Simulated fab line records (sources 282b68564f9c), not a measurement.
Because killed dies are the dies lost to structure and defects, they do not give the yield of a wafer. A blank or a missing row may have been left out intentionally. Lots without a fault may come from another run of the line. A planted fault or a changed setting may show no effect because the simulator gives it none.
Lot-split experiment + flow rit_cmos + on a route of 202 steps: 5 lots, 23 wafers read

SPLIT DETAILS
At RIT_PWELL_IMPLANT_08, the setting energy_kev was moved away from the recipe's 170 on 12 of the 23 wafers read, by -5.8% to +5.9%. All remaining wafers had this setting at the recipe value.

FROM THE SPLIT TO THE READING: what the file shows between them, 3 steps
- RIT_PWELL_STRIP_09: strips in O2, time 180 s
- RIT_WELLDRIVE_ANNEAL_00: time 14700 s
- RIT_WELLDRIVE_RS_MEAS_01: measures by four-point-probe

THE READING
PWELL_RS (ohm/sq), read at RIT_WELLDRIVE_RS_MEAS_02 with a four-point probe. Fault-free wafers of this fab line usually give 429.4 ohm/sq, standard deviation 1.2 ohm/sq.

| wafer  | tool, chamber at the split | energy_kev as run | against the recipe | PWELL_RS, ohm/sq | against lot-mates on the recipe |
|--------|----------------------------|-------------------|--------------------|------------------|---------------------------------|
| L074.1 | implanter-01, 0            | 170               | recipe             | 429.6            | -                               |
| L074.2 | implanter-01, 0            | 160.1             | -5.8%              | 433.0            | +3.4                            |
| L074.3 | implanter-01, 0            | 160.1             | -5.8%              | 432.9            | +3.3                            |
| L074.5 | implanter-01, 0            | 170               | recipe             | 429.5            | -                               |
| L074.6 | implanter-01, 0            | 160.1             | -5.8%              | 432.4            | +2.8                            |
| L076.1 | implanter-01, 0            | 170               | recipe             | 429.4            | -                               |
| L076.2 | implanter-01, 0            | 170               | recipe             | 429.2            | -                               |
| L076.3 | implanter-01, 0            | 167.1             | -1.7%              | 430.1            | +0.8                            |
| L076.4 | implanter-01, 0            | 167.1             | -1.7%              | 430.0            | +0.7                            |
| L076.6 | implanter-01, 0            | 167.1             | -1.7%              | 429.4            | +0.1                            |
| L080.1 | implanter-02, 0            | 166.1             | -2.3%              | 427.8            | +0.7                            |
| L080.2 | implanter-02, 0            | 170               | recipe             | 427.1            | -                               |
| L080.3 | implanter-02, 0            | 170               | recipe             | 427.2            | -                               |
| L080.5 | implanter-02, 0            | 166.1             | -2.3%              | 428.4            | +1.2                            |
| L080.6 | implanter-02, 0            | 166.1             | -2.3%              | 428.9            | +1.8                            |
| L084.1 | implanter-01, 0            | 170               | recipe             | 431.2            | -                               |
| L084.3 | implanter-01, 0            | 180.1             | +5.9%              | 427.8            | -3.1                            |
| L084.4 | implanter-01, 0            | 180.1             | +5.9%              | 428.8            | -2.1                            |
| L084.5 | implanter-01, 0            | 170               | recipe             | 430.7            | -                               |
| L084.6 | implanter-01, 0            | 180.1             | +5.9%              | 428.7            | -2.2                            |
| L085.2 | implanter-01, 0            | 170               | recipe             | 430.8            | -                               |
| L085.4 | implanter-01, 0            | 170               | recipe             | 429.7            | -                               |
| L085.6 | implanter-01, 0            | 170               | recipe             | 430.3            | -                               |

THE FIT
A straight line over all 23 wafers: PWELL_RS changes by -0.299 ohm/sq for each +1% of energy_kev; r = -0.59; the points scatter about the line by 1.3 ohm/sq.
The same after taking each lot's own level away (the mean of its wafers on the recipe; 23 wafers): -0.479 ohm/sq for each +1%; r = -0.97; scatter 0.41 ohm/sq.
According to that fit, moving energy_kev by its largest amount changes the reading by 2.8 ohm/sq.
Measured against the standard deviation above, the lots' own levels, which go from 427.15 to 430.95 ohm/sq, span 3.2 times it.
So the lot-to-lot level blurs the effect unless lot-mates are compared.
Check: with one of the wafers moved furthest among these (+5.9%) left out of the fit, the line predicts -2.66 ohm/sq for it against its lot-mates. Against them it came out at -3.15 ohm/sq.

FURTHER SPLITS ON THESE WAFERS
Other splits were also applied to these wafers ahead of the reading. Each is held against what the fit with the lots' levels taken away leaves over:
| other split on the same wafers  | wafers away from the commonest value | r with PWELL_RS (lot level and that fit taken away) |
|---------------------------------|--------------------------------------|-----------------------------------------------------|
| RIT_NWELL_COAT_01 resist_thk_nm | 8                                    | -0.40                                               |
| RIT_NWELL_IMPLANT_08 dose_cm2   | 12                                   | -0.27                                               |

THE WHOLE CHAIN: every reading that the file lists as answering this split, in the file's order
| step                     | what it does                 | reading                                                         | change (the file's fit)               | r (the file's) |
|--------------------------|------------------------------|-----------------------------------------------------------------|---------------------------------------|----------------|
| RIT_PWELL_IMPLANT_08     |                              | implant.rp_nm (the simulator's own value, which no gauge read)  | +3.65 nm for each +1% of the setting  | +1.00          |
| RIT_PWELL_IMPLANT_08     |                              | implant.drp_nm (the simulator's own value, which no gauge read) | +0.331 nm for each +1% of the setting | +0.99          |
| RIT_WELLDRIVE_RS_MEAS_02 | measures by four-point-probe | PWELL_RS                                                        | -0.485 for each +1% of the setting    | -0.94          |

FILE'S OWN FIT
PWELL_RS changes by -0.485 ohm/sq for each +1% of energy_kev, r = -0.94.
